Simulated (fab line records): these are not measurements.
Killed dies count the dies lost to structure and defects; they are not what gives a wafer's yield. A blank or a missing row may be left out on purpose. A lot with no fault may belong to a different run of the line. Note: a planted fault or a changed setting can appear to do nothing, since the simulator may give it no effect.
Split-lot experiment / flow berkeley-cmos170 / 23 wafers read from 5 lots, route of 331 steps

## THE SPLIT ITSELF
At UCB170_V1_ETCH_14 (etches SiO2 in CHF3/CF4/Ar, stops on Al, target depth 1250 nm, time 291 s), the setting time-s was moved away from the recipe's 291 s on 5 of the 23 wafers read, by -13.4% to -7.6%. For the rest of the wafers, this setting stayed at what the recipe calls for.

Reading taken at the split's own step.

## THE READING
oes-product-au, in a.u., at UCB170_V1_ETCH_14 (etches SiO2 in CHF3/CF4/Ar, stops on Al, target depth 1250 nm, time 291 s). Typical for fault-free wafers on this fab line: 0.868 a.u., with standard deviation 0.012 a.u.

wafer=L074.2; tool, chamber at the split=rie-diel-01, 2; time-s as run, s=291; against the recipe=recipe; oes-product-au, a.u.=0.857; against lot-mates on the recipe=-
wafer=L074.4; tool, chamber at the split=rie-diel-01, 0; time-s as run, s=291; against the recipe=recipe; oes-product-au, a.u.=0.856; against lot-mates on the recipe=-
wafer=L074.5; tool, chamber at the split=rie-diel-01, 0; time-s as run, s=291; against the recipe=recipe; oes-product-au, a.u.=0.853; against lot-mates on the recipe=-
wafer=L078.1; tool, chamber at the split=rie-diel-04, 1; time-s as run, s=291; against the recipe=recipe; oes-product-au, a.u.=0.883; against lot-mates on the recipe=-
wafer=L078.2; tool, chamber at the split=rie-diel-04, 2; time-s as run, s=291; against the recipe=recipe; oes-product-au, a.u.=0.842; against lot-mates on the recipe=-
wafer=L078.3; tool, chamber at the split=rie-diel-04, 3; time-s as run, s=291; against the recipe=recipe; oes-product-au, a.u.=0.871; against lot-mates on the recipe=-
wafer=L078.4; tool, chamber at the split=rie-diel-04, 0; time-s as run, s=291; against the recipe=recipe; oes-product-au, a.u.=0.867; against lot-mates on the recipe=-
wafer=L078.6; tool, chamber at the split=rie-diel-04, 2; time-s as run, s=291; against the recipe=recipe; oes-product-au, a.u.=0.845; against lot-mates on the recipe=-
wafer=L079.1; tool, chamber at the split=rie-diel-03, 1; time-s as run, s=291; against the recipe=recipe; oes-product-au, a.u.=0.882; against lot-mates on the recipe=-
wafer=L079.2; tool, chamber at the split=rie-diel-03, 0; time-s as run, s=291; against the recipe=recipe; oes-product-au, a.u.=0.866; against lot-mates on the recipe=-
wafer=L079.3; tool, chamber at the split=rie-diel-03, 3; time-s as run, s=291; against the recipe=recipe; oes-product-au, a.u.=0.868; against lot-mates on the recipe=-
wafer=L079.4; tool, chamber at the split=rie-diel-03, 0; time-s as run, s=291; against the recipe=recipe; oes-product-au, a.u.=0.862; against lot-mates on the recipe=-
wafer=L079.6; tool, chamber at the split=rie-diel-03, 1; time-s as run, s=291; against the recipe=recipe; oes-product-au, a.u.=0.883; against lot-mates on the recipe=-
wafer=L085.1; tool, chamber at the split=rie-diel-04, 0; time-s as run, s=269; against the recipe=-7.6%; oes-product-au, a.u.=0.909; against lot-mates on the recipe=+0.037
wafer=L085.2; tool, chamber at the split=rie-diel-04, 3; time-s as run, s=291; against the recipe=recipe; oes-product-au, a.u.=0.875; against lot-mates on the recipe=-
wafer=L085.3; tool, chamber at the split=rie-diel-04, 2; time-s as run, s=269; against the recipe=-7.6%; oes-product-au, a.u.=0.889; against lot-mates on the recipe=+0.017
wafer=L085.4; tool, chamber at the split=rie-diel-04, 1; time-s as run, s=269; against the recipe=-7.6%; oes-product-au, a.u.=0.929; against lot-mates on the recipe=+0.057
wafer=L085.5; tool, chamber at the split=rie-diel-04, 3; time-s as run, s=291; against the recipe=recipe; oes-product-au, a.u.=0.869; against lot-mates on the recipe=-
wafer=L082.1; tool, chamber at the split=rie-diel-01, 1; time-s as run, s=252.1; against the recipe=-13.4%; oes-product-au, a.u.=0.938; against lot-mates on the recipe=+0.083
wafer=L082.3; tool, chamber at the split=rie-diel-01, 3; time-s as run, s=291; against the recipe=recipe; oes-product-au, a.u.=0.860; against lot-mates on the recipe=-
wafer=L082.4; tool, chamber at the split=rie-diel-01, 0; time-s as run, s=252.1; against the recipe=-13.4%; oes-product-au, a.u.=0.936; against lot-mates on the recipe=+0.081
wafer=L082.5; tool, chamber at the split=rie-diel-01, 3; time-s as run, s=291; against the recipe=recipe; oes-product-au, a.u.=0.851; against lot-mates on the recipe=-
wafer=L082.6; tool, chamber at the split=rie-diel-01, 0; time-s as run, s=291; against the recipe=recipe; oes-product-au, a.u.=0.855; against lot-mates on the recipe=-

FIT RESULTS
A straight line over all 23 wafers: oes-product-au changes by -0.00564 a.u. for each +1% of time-s; r = -0.89; the points scatter about the line by 0.013 a.u.
The same after taking each lot's own level away (the mean of its wafers on the recipe; 23 wafers): -0.00576 a.u. for each +1%; r = -0.92; scatter 0.011 a.u.
According to that fit, moving time-s by its largest amount changes the reading by 0.077 a.u.
From 0.8553 to 0.8722 a.u.: that is the span of the lots' own levels, equal to 1.4 times the standard deviation above.
Hence the lot-to-lot level has little effect on the slope; both slopes agree.
Check: +0.0733 a.u. against its lot-mates is what the line predicts for one of the wafers moved furthest among these (-13.4%) when that wafer is left out of the fit. Against them it came out at +0.0827 a.u.
Tool readings at the split's step, against how far the setting was moved: oes-product-au r = -0.89.

## OTHER SPLITS ON THESE WAFERS
Before the reading, these wafers also passed through other splits. Each is held against what the fit with the lots' levels taken away leaves over:
other split on the same wafers=UCB170_V1_EXPOSE_09 dose-mj; wafers away from the commonest value=10; r with oes-product-au (lot level and that fit taken away)=+0.15

## THE WHOLE CHAIN: every reading that the file lists as answering this split, in the file's order
step=UCB170_V1_ETCH_14; what it does=etches SiO2 in CHF3/CF4/Ar, stops on Al, target depth 1250 nm, time 291 s; reading=oes-product-au; change (the file's fit)=-0.00581 a.u. for each +1% of the setting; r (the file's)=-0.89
step=UCB170_V1_ETCH_14; what it does=etches SiO2 in CHF3/CF4/Ar, stops on Al, target depth 1250 nm, time 291 s; reading=KrF_of_V1_COAT_07.thk-nm (the simulator's own value, which no gauge read); change (the file's fit)=-2.78 nm for each +1% of the setting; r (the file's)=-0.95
step=UCB170_V1_STRIP_15; what it does=strips in O2; reading=strip-time-to-endpoint-s; change (the file's fit)=withheld for each +1% of the setting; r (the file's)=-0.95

## FILE'S OWN FIT
oes-product-au changes by -0.00581 a.u. for each +1% of time-s, r = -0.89.
